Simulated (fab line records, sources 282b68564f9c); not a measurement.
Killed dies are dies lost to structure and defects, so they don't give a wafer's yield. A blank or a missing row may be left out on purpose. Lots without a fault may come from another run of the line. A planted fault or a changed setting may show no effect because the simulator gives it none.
fab line records | flow rit_cmos
record lots=15 wafers=45 last_day=8
route steps=202 shown NLDD@113 CONTACT@173 M1@184
lots that met no fault: from a run of the same line without faults
start_h: hours from the record's first day to the start of the lot's first wafer shown | wait_h: hours since the lot's step before | " the same as in the row above | L1.1+2: a row that stands for several wafers | - no value, or no start given | * or withheld: withheld | < > ~ a bound
route shown NAME@n: a module of which the file shows steps, and the number in the route of the first | usual: mean/standard deviation of fault-free wafers | same: alike in all rows | chamber/n: place in a boat | sites: the reading at each site | _std_site: their standard deviation | _edge_site: outer sites' mean less inner sites' | radius_mm: how far each site lies from the wafer's centre | mask NAME#n: copy n | behind: the tool/chamber that last shaped the wafer | hold: why the lot was held/for how many hours/how that ended | device: the transistor (n, p or np) that didn't switch | end of line: the same wafers' tests at the end of the route | a step without rows: its recipe alone | killed: dies lost to structure and defects at the first sort, not the wafer's yield | map: a wafer's dies, x killed, . not, _ none there
set.NAME: the setting as run; set.NAME@STEP: as run at that earlier step | model.NAME: the simulator's own value behind a step, which no gauge read
steps of the route over a sample of lots; a table a step, a row a wafer
services: from which hour (start_h, from the record's first day; less than 0 if before it) a tool's chamber was out of use, for how many hours, and why
## steps
# step RIT_NLDD_TW_MEAS_10
# usual NLDD_TW=2499/16
# columns lot.wafer tool chamber start_h wait_h NLDD_TW
L847.3 film_metro-03 - 45.29 0.1 2482
L847.4 " - " " 2493
L847.5 " - " " 2491
L848.1 film_metro-03 - 52.54 0.1 2495
L848.2 " - " " 2471
L848.3 " - " " 2464
L849.2 film_metro-04 - 57.79 0.1 2507
L849.3 " - " " 2498
L849.5 " - " " 2501
L850.1 film_metro-03 - 58.99 0.1 2490
L850.2 " - " " 2469
L850.6 " - " " 2487
L851.2 film_metro-03 - 67.46 0.1 2476
L851.3 " - " " 2474
L851.5 " - " " 2479
L853.2 film_metro-01 - 71.73 0.1 2519
L853.4 " - " " 2527
L853.5 " - " " 2519
L854.1 film_metro-01 - 76.74 0.1 2517
L854.2 " - " " 2521
L854.3 " - " " 2527
L855.1 film_metro-03 - 82.49 0.1 2472
L855.4 " - " " 2476
L855.5 " - " " 2484
L856.1 film_metro-01 - 89.53 0.1 2530
L856.4 " - " " 2533
L856.6 " - " " 2514
L857.1 film_metro-04 - 93.37 0.1 2469
L857.3 " - " " 2470
L857.6 " - " " 2491
L858.2 film_metro-04 - 97.46 0.1 2497
L858.5 " - " " 2499
L858.6 " - " " 2497
L859.1 film_metro-01 - 104.04 0.1 2490
L859.2 " - " " 2492
L859.5 " - " " 2509
L860.3 film_metro-01 - 108.39 0.1 2507
L860.4 " - " " 2505
L860.6 " - " " 2502
L868.1 film_metro-03 - 147.41 0.1 2493
L868.2 " - " " 2483
L868.5 " - " " 2479
L870.1 film_metro-01 - 164.34 0.1 2502
L870.2 " - " " 2508
L870.4 " - " " 2508
# step RIT_CONTACT_EXPOSE_05
# recipe mask_id=M11 na=0.6 source_shape=conventional sigma_outer=0.5 target_cd_nm=1000 dose_mj=250
# usual exposure_dose_mJ_cm2=249.89/0.26
# same sigma_outer=0.5
# columns lot.wafer tool chamber start_h wait_h mask exposure_dose_mJ_cm2
L847.3 iline_stepper-01 0 54.69 0.1 M11#0 250.02
L847.4 " 0 " " M11#0 249.87
L847.5 " 0 " " M11#0 249.48
L848.1 iline_stepper-01 0 61.87 0.1 M11#0 250.40
L848.2 " 0 " " M11#0 250.12
L848.3 " 0 " " M11#0 249.84
L849.2 iline_stepper-02 0 66.97 0.2 M11#0 250.33
L849.3 " 0 " " M11#0 249.84
L849.5 " 0 " " M11#0 250.09
L850.1 iline_stepper-02 0 69.26 0.1 M11#0 249.67
L850.2 " 0 " " M11#0 249.38
L850.6 " 0 " " M11#0 250.07
L851.2 iline_stepper-01 0 76.64 0.3 M11#0 249.96
L851.3 " 0 " " M11#0 249.83
L851.5 " 0 " " M11#0 249.98
L853.2 iline_stepper-01 0 81.19 0.2 M11#0 249.46
L853.4 " 0 " " M11#0 249.84
L853.5 " 0 " " M11#0 249.93
L854.1 iline_stepper-02 0 86.02 0.2 M11#0 250.02
L854.2 " 0 " " M11#0 249.94
L854.3 " 0 " " M11#0 250.01
L855.1 iline_stepper-01 0 91.74 0.2 M11#0 249.91
L855.4 " 0 " " M11#0 250.22
L855.5 " 0 " " M11#0 250.18
L856.1 iline_stepper-02 0 98.77 0.2 M11#0 249.95
L856.4 " 0 " " M11#0 249.68
L856.6 " 0 " " M11#0 249.77
L857.1 iline_stepper-01 0 103.44 0.2 M11#0 250.01
L857.3 " 0 " " M11#0 250.20
L857.6 " 0 " " M11#0 249.87
L858.2 iline_stepper-01 0 107.74 0.1 M11#0 222.28
L858.5 " 0 " " M11#0 222.63
L858.6 " 0 " " M11#0 222.32
L859.1 iline_stepper-01 0 113.05 0.2 M11#0 228.21
L859.2 " 0 " " M11#0 227.53
L859.5 " 0 " " M11#0 228.19
L860.3 iline_stepper-01 0 117.56 0.1 M11#0 232.02
L860.4 " 0 " " M11#0 232.19
L860.6 " 0 " " M11#0 232.13
L868.1 iline_stepper-02 0 168.05 0.2 M11#0 249.83
L868.2 " 0 " " M11#0 249.81
L868.5 " 0 " " M11#0 249.55
L870.1 iline_stepper-02 0 175.16 0.2 M11#0 249.90
L870.2 " 0 " " M11#0 249.96
L870.4 " 0 " " M11#0 250.00
# step RIT_CONTACT_CD_MEAS_08
# recipe target_cd_nm=1000
# usual cd_nm=999.8/2.3
# columns lot.wafer tool chamber start_h wait_h hold cd_nm
L847.3 cd_sem-01 - 55.21 - - 998.5
L847.4 " - " " - 1000.5
L847.5 " - " " - 1000.0
L848.1 cd_sem-02 - 62.39 - - 996.8
L848.2 " - " " - 996.3
L848.3 " - " " - 997.8
L849.2 cd_sem-01 - 67.49 - - 1001.2
L849.3 " - " " - 1002.0
L849.5 " - " " - 1002.3
L850.1 cd_sem-02 - 69.78 - - 998.3
L850.2 " - " " - 996.2
L850.6 " - " " - 998.4
L851.2 cd_sem-01 - 77.15 - - 995.7
L851.3 " - " " - 996.5
L851.5 " - " " - 995.9
L853.2 cd_sem-02 - 81.78 - - 1002.9
L853.4 " - " " - 1002.9
L853.5 " - " " - 1001.7
L854.1 cd_sem-02 - 86.54 - - 999.2
L854.2 " - " " - 997.0
L854.3 " - " " - 997.8
L855.1 cd_sem-02 - 92.25 - - 1004.9
L855.4 " - " " - 1003.6
L855.5 " - " " - 1001.6
L856.1 cd_sem-01 - 99.29 - - 998.9
L856.4 " - " " - 1000.2
L856.6 " - " " - 998.8
L857.1 cd_sem-02 - 103.96 - - 999.6
L857.3 " - " " - 999.6
L857.6 " - " " - 1002.0
L858.2 cd_sem-02 - 108.26 - await_dispo/0.2h/release 963.3
L858.5 " - " " await_dispo/0.2h/release 962.5
L858.6 " - " " await_dispo/0.2h/release 962.1
L858.2 cd_sem-02 - 108.55 0.3 - 963.3
L858.5 " - " " - 962.4
L858.6 " - " " - 962.1
L859.1 cd_sem-02 - 113.56 - await_dispo/0.2h/release 976.1
L859.2 " - " " await_dispo/0.2h/release 974.3
L859.5 " - " " await_dispo/0.2h/release 976.6
L859.1 cd_sem-02 - 113.85 0.3 - 975.8
L859.2 " - " " - 973.6
L859.5 " - " " - 976.7
L860.3 cd_sem-02 - 118.08 - await_dispo/0.2h/release 977.4
L860.4 " - " " await_dispo/0.2h/release 976.0
L860.6 " - " " await_dispo/0.2h/release 979.8
L860.3 cd_sem-02 - 118.37 0.3 - 977.4
L860.4 " - " " - 975.8
L860.6 " - " " - 980.2
L868.1 cd_sem-02 - 168.57 - - 999.6
L868.2 " - " " - 999.8
L868.5 " - " " - 1001.1
L870.1 cd_sem-01 - 175.68 - - 1000.0
L870.2 " - " " - 998.9
L870.4 " - " " - 999.8
# step RIT_CONTACT_STRIP_12
# recipe chemistry=O2 time_s=180 resist=NOVOLAK platen_temp_c=withheld power_w=500 pressure_mtorr=4000 o2_flow_sccm=4000
# usual drypump_motor_current_A=5.7/0.32
# columns lot.wafer tool chamber start_h wait_h drypump_motor_current_A rf_hours_counter_h
L847.3 plasma_asher-02 1 55.73 0.2 5.5 -
L847.4 " 0 " " 6.1 -
L847.5 " 1 " " 5.5 -
L848.1 plasma_asher-04 0 62.89 0.1 5.0 42
L848.2 " 1 " " 5.4 42
L848.3 " 1 " " 5.5 -
L849.2 plasma_asher-02 0 67.97 0.1 6.1 45
L849.3 " 1 " " 5.5 -
L849.5 " 1 " " 5.5 -
L850.1 plasma_asher-03 0 70.28 0.1 5.6 23
L850.2 " 1 " " 5.9 23
L850.6 " 0 " " 5.6 -
L851.2 plasma_asher-03 1 77.64 0.1 5.9 24
L851.3 " 1 " " 6.0 -
L851.5 " 0 " " 5.6 -
L853.2 plasma_asher-03 0 82.27 0.1 5.6 25
L853.4 " 0 " " 5.6 -
L853.5 " 0 " " 5.6 -
L854.1 plasma_asher-03 1 87.04 0.1 6.0 25
L854.2 " 0 " " 5.6 25
L854.3 " 1 " " 6.0 -
L855.1 plasma_asher-03 1 92.76 0.1 5.9 26
L855.4 " 1 " " 6.0 -
L855.5 " 1 " " 6.0 -
L856.1 plasma_asher-03 1 99.79 0.1 5.9 26
L856.4 " 0 " " 5.6 -
L856.6 " 0 " " 5.6 -
L857.1 plasma_asher-02 0 104.46 0.1 6.1 48
L857.3 " 0 " " 6.0 -
L857.6 " 0 " " 6.1 -
L858.2 plasma_asher-02 1 113.86 2.3 5.5 49
L858.5 " 1 " " 5.5 -
L858.6 " 0 " " 6.1 -
L859.1 plasma_asher-04 0 118.26 0.1 5.0 48
L859.2 " 1 " " 5.5 48
L859.5 " 0 " " 5.0 -
L860.3 plasma_asher-02 1 120.38 0.2 5.5 -
L860.4 " 0 " " 6.1 -
L860.6 " 0 " " 6.1 -
L868.1 plasma_asher-02 0 169.07 0.1 6.0 4
L868.2 " 1 " " 5.5 4
L868.5 " 1 " " 5.5 -
L870.1 plasma_asher-04 1 176.18 0.1 5.4 54
L870.2 " 0 " " 5.1 54
L870.4 " 1 " " 5.4 -
# step RIT_M1_SPUTTER_00
# recipe material=Al target_thk_nm=400 power_w=1955 chamber_pressure_pa=0.4 gas=Ar time_s=500 substrate_temp_c=25
# usual throttle_valve_pct=29.2/1.1
# columns lot.wafer tool chamber start_h wait_h throttle_valve_pct
L847.3 pvd_sputter-04 - 56.49 0.0 29.3
L847.4 " - " " 28.8
L847.5 " - " " 29.6
L848.1 pvd_sputter-01 - 63.55 0.0 28.2
L848.2 " - " " 28.7
L848.3 " - " " 27.7
L849.2 pvd_sputter-02 - 68.61 0.0 29.7
L849.3 " - " " 30.8
L849.5 " - " " 27.5
L850.1 pvd_sputter-01 - 70.93 0.0 28.4
L850.2 " - " " 28.7
L850.6 " - " " 29.2
L851.2 pvd_sputter-02 - 78.30 0.0 29.7
L851.3 " - " " 30.7
L851.5 " - " " 30.0
L853.2 pvd_sputter-04 - 82.91 0.0 29.2
L853.4 " - " " 31.1
L853.5 " - " " 28.9
L854.1 pvd_sputter-01 - 87.68 0.0 28.3
L854.2 " - " " 29.2
L854.3 " - " " 27.8
L855.1 pvd_sputter-04 - 93.40 0.0 31.6
L855.4 " - " " 29.1
L855.5 " - " " 30.0
L856.1 pvd_sputter-04 - 100.43 0.0 28.8
L856.4 " - " " 29.0
L856.6 " - " " 31.6
L857.1 pvd_sputter-01 - 105.12 0.0 28.1
L857.3 " - " " 28.7
L857.6 " - " " 28.7
L858.2 pvd_sputter-04 - 116.85 0.0 29.3
L858.5 " - " " 29.6
L858.6 " - " " 28.5
L859.1 pvd_sputter-01 - 122.54 0.0 28.3
L859.2 " - " " 28.8
L859.5 " - " " 28.3
L860.3 pvd_sputter-04 - 126.91 0.0 29.5
L860.4 " - " " 29.4
L860.6 " - " " 28.5
L868.1 pvd_sputter-04 - 169.73 0.0 29.8
L868.2 " - " " 29.2
L868.5 " - " " 31.4
L870.1 pvd_sputter-04 - 176.85 0.0 29.4
L870.2 " - " " 29.8
L870.4 " - " " 28.9
# step RIT_M1_PROBE_99
# usual killed_at_M0_to_M3=0.0/0.16 killed_at_contacts=0.1/0.25 killed_at_front_end=7/3.2 killed_dies=7/3.2 killed_on_rim=1.8/1.6 killed_open=3.5/2.1 killed_short=3.5/2.1
# same gross_dies=264 killed_at_M4_up=0 killed_at_back_side=0 killed_at_other=0
# columns lot.wafer tool chamber start_h wait_h killed_at_M0_to_M3 killed_at_contacts killed_at_front_end killed_dies killed_on_rim killed_open killed_short
L850.1 prober-01 - 75.23 0.1 0 0 8 8 3 4 4
L850.2 prober-01 - 75.28 0.1 0 0 6 6 3 3 3
L850.6 prober-01 - 75.48 0.2 0 0 4 4 1 3 1
L853.2 prober-02 - 89.64 0.1 0 0 7 7 2 4 3
L853.4 prober-02 - 89.74 0.2 0 0 3 3 0 2 1
L853.5 prober-02 - 89.79 0.2 0 0 5 5 1 5 0
L854.1 prober-01 - 91.97 0.1 0 0 14 14 7 6 8
L854.2 prober-01 - 92.02 0.1 0 0 7 7 1 2 5
L854.3 prober-01 - 92.07 0.2 0 0 4 4 1 3 1
L855.1 prober-02 - 98.66 0.1 0 0 10 10 1 4 6
L855.4 prober-02 - 98.81 0.2 0 0 5 5 2 4 1
L855.5 prober-02 - 98.86 0.2 0 0 10 10 5 3 7
L856.1 prober-01 - 104.57 0.1 0 0 9 9 3 3 6
L856.4 prober-01 - 104.72 0.2 0 0 3 3 0 1 2
L856.6 prober-01 - 104.82 0.2 0 0 2 2 1 1 1
L859.1 prober-02 - 126.57 0.1 0 0 9 9 4 5 4
L859.2 prober-02 - 126.62 0.1 0 0 4 4 1 4 0
L859.5 prober-02 - 126.77 0.2 0 1 12 13 4 7 6
# killed by level:class
L850.1 GATE:geometric_particle:open=3 FOX1:geometric_particle:short=2 GATE:geometric_particle:short=1 SPACER:geometric_particle:open=1 SILICIDE:geometric_particle:short=1
L850.2 GATE:geometric_particle:short=2 SILICIDE:geometric_particle:open=2 SPACER:geometric_particle:open=1 SILICIDE:geometric_particle:short=1
L850.6 FOX1:geometric_particle:open=1 FOX2:geometric_particle:open=1 GATE:geometric_particle:short=1 GATE:geometric_particle:open=1
L853.2 GATE:geometric_particle:open=4 REOX:geometric_particle:short=2 GATE:geometric_particle:short=1
L853.4 GATE:geometric_particle:open=2 GATE:geometric_particle:short=1
L853.5 FOX1:geometric_particle:open=2 FOX2:geometric_particle:open=1 GATE:geometric_particle:open=1 SPACER:geometric_particle:open=1
L854.1 GATE:geometric_particle:open=6 GATE:geometric_particle:short=5 ACTIVE:geometric_particle:short=1 FOX1:geometric_particle:short=1 REOX:geometric_particle:short=1
L854.2 GATE:geometric_particle:short=3 GATE:geometric_particle:open=2 REOX:geometric_particle:short=1 SILICIDE:geometric_particle:short=1
L854.3 GATE:geometric_particle:open=2 GATE:geometric_particle:short=1 SILICIDE:geometric_particle:open=1
L855.1 SILICIDE:geometric_particle:short=4 FOX2:geometric_particle:open=2 GATE:geometric_particle:open=2 GATE:geometric_particle:short=1 SPACER:geometric_particle:short=1
L855.4 REOX:geometric_particle:open=2 FOX2:geometric_particle:short=1 GATE:geometric_particle:open=1 SILICIDE:geometric_particle:open=1
L855.5 GATE:geometric_particle:short=4 FOX1:geometric_particle:open=1 FOX2:geometric_particle:short=1 SPACER:geometric_particle:open=1 SPACER:geometric_particle:short=1 SILICIDE:geometric_particle:open=1 SILICIDE:geometric_particle:short=1
L856.1 GATE:geometric_particle:open=3 GATE:geometric_particle:short=3 FOX2:geometric_particle:short=1 REOX:geometric_particle:short=1 SILICIDE:geometric_particle:short=1
L856.4 GATE:geometric_particle:short=2 FOX1:geometric_particle:open=1
L856.6 FOX2:geometric_particle:open=1 SILICIDE:geometric_particle:short=1
L859.1 GATE:geometric_particle:open=3 GATE:geometric_particle:short=2 FOX1:geometric_particle:short=1 FOX1:geometric_particle:open=1 REOX:geometric_particle:short=1 SILICIDE:geometric_particle:open=1
L859.2 GATE:geometric_particle:open=2 SILICIDE:geometric_particle:open=2
L859.5 GATE:geometric_particle:open=5 SILICIDE:geometric_particle:short=3 GATE:geometric_particle:short=2 FOX2:geometric_particle:open=1 SPACER:geometric_particle:short=1 CONTACT:geometric_particle:open=1
## services
# columns tool chamber start_h hours kind
plasma_asher-03 - 34.16 28.1 pm
plasma_asher-02 - 60.59 2.8 repair
iline_stepper-02 - 72.19 1.7 pm
pvd_sputter-01 - 97.98 2.7 repair
iline_stepper-02 - 104.75 8.9 pm
plasma_asher-02 0 117.92 - clean
plasma_asher-02 1 117.92 - clean
iline_stepper-02 0 143.19 - calibration
iline_stepper-01 - 151.55 10.8 repair
iline_stepper-02 - 151.90 12.1 repair
pvd_sputter-02 - 155.39 4.8 repair
pvd_sputter-02 - 168.51 12.2 repair
pvd_sputter-01 - 171.31 6.2 repair
pvd_sputter-02 - 174.99 5.2 repair
## key
first_sign step=RIT_CONTACT_EXPOSE_05 reading=exposure_dose_mJ_cm2 direction=down sigmas=88 usual=249.89 struck=227.50
effect step=RIT_CONTACT_CD_MEAS_08 reading=visit direction=added through=control_loop
effect step=RIT_CONTACT_CD_MEAS_08 reading=cd_nm direction=down sigmas=12 usual=999.8 struck=972.0 through=control_loop
met_at RIT_CONTACT_EXPOSE_05
struck_lots L858,L859,L860
rows_end L858.2,L858.5,L858.6,L860.3,L860.4,L860.6
tester_left_out L859
loop_trim step=RIT_CONTACT_EXPOSE_05 setting=dose lots=L859,L860
not_acting_at RIT_NLDD_TW_MEAS_10,RIT_CONTACT_STRIP_12,RIT_M1_SPUTTER_00
onset_between 103.44 107.74
fault kind=process_parameter_drift tool=iline_stepper-01 chamber=- onset_h=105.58 steps=RIT_CONTACT_EXPOSE_05 channel=dose_mj offset=-27.703 shape=step acts_in=these_recipes_only stated=250
# tester_left_out: of these lots the tester's yield and bins aren't shown, on N5 and GAA mostly nor the transistor test; their killed dies are dies lost to structure and defects alone, not to doping, threshold or leakage, so they don't give the yield
# rows_end: these wafers met a further fault down the route, and their rows from its step on are left out
# loop_trim: a control loop set the setting to another value than it would have without faults
